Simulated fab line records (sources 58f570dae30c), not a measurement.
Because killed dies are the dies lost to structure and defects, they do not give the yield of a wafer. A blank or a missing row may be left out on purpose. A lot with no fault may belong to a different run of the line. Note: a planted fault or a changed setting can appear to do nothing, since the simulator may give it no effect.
Struck lot and sound lot, side by side    flow berkeleyCmos170    16 steps out of a route of 331
Sound: wafers L919.2, L919.3, L919.5. Struck: wafers L927.1, L927.2, L927.5. Last of all comes the cause.
Order at every step that has rows: each side's tool, ch and its chambers, its first start. Under that, the readings that differ: sound wafers    struck wafers    difference of the means    sigmas: that difference in standard deviations of wafers without a fault.
alike: same words and numbers on both sides, and readings whose means sit less than 2 such deviations apart. not compared: any withheld reading, any reading some wafer has no value for, any bound like >300 that may hide the same value, and any number with overlapping values for which the record gives no deviation.
A row with sigmas, a row that says differs or no value, or rows on one side alone: a step with any of these is where the two part. Numbers that don't overlap but have no deviation are shown without sigmas and don't part them. A reading missing from all wafers of one side parts the sides only when that side holds two or more wafers.

first, 2 steps without rows for these wafers: UCB170_FIELD_CLEAN_00 (cleans in dHF, time 7.5 s); UCB170_FIELD_OXIDATION_01 (target thk 558.3 nm, ox time 7200 s).
UCB170_FIELD_THK_MEAS_02:
  sound: filmMetro-01 at day 6 10:59; struck: filmMetro-03 at day 8 00:34
  alike: FIELD_OXIDE_THK
then, 4 steps without rows for these wafers: UCB170_FIELD_ANNEAL_03 (time 1200 s); UCB170_FIELD_WET_ETCH_04 (etches SiO2 in dHF, time 60 s); UCB170_FIELD_WET_ETCH_05 (etches Si3N4 in H3PO4, time 12600 s); UCB170_FIELD_WET_ETCH_06 (etches SiO2 in BOE, time 22 s).
UCB170_FIELD_THK_MEAS_90:
  sound: filmMetro-03 at day 6 18:28; struck: filmMetro-03 at day 8 08:46
  alike: FIELD_OXIDE_LEFT_1_THK
then, 2 steps without rows for these wafers: UCB170_SACOX_CLEAN_00 (cleans in dHF, time 7.5 s); UCB170_SACOX_OXIDATION_01 (target thk 14.4 nm, ox time 2400 s).
UCB170_SACOX_THK_MEAS_02:
  sound: filmMetro-03 at day 6 22:50; struck: filmMetro-02 at day 8 12:18
  alike: SACOX_OXIDE_THK
then, 1 step without rows for these wafers: UCB170_SCREENOX_WET_ETCH_00 (etches SiO2 in dHF, time 200 s).
UCB170_SCREENOX_OXIDATION_01: target thk 14.4 nm, ox time 2400 s.
  sound on furnace-01 ch 0, day 7 00:37; struck on furnace-03 ch 0, day 8 16:46
  alike: oxTempC, tube_center_temp_C_max
UCB170_SCREENOX_THK_MEAS_02:
  sound: filmMetro-01 at day 7 02:20; struck: filmMetro-02 at day 8 18:26
reading                  sound              struck             difference  sigmas
SCREENOX_OXIDE_THK (nm)  14.90 14.83 14.59  22.97 23.06 22.62  +8.11       +29
then, 2 steps without rows for these wafers: UCB170_SCREENOX_ANNEAL_03 (time 900 s); UCB170_M3_PROBE_99.

## WHERE THEY PART
Only at UCB170_SCREENOX_THK_MEAS_02, as far as this record shows.

WHY: whatever the simulator had introduced
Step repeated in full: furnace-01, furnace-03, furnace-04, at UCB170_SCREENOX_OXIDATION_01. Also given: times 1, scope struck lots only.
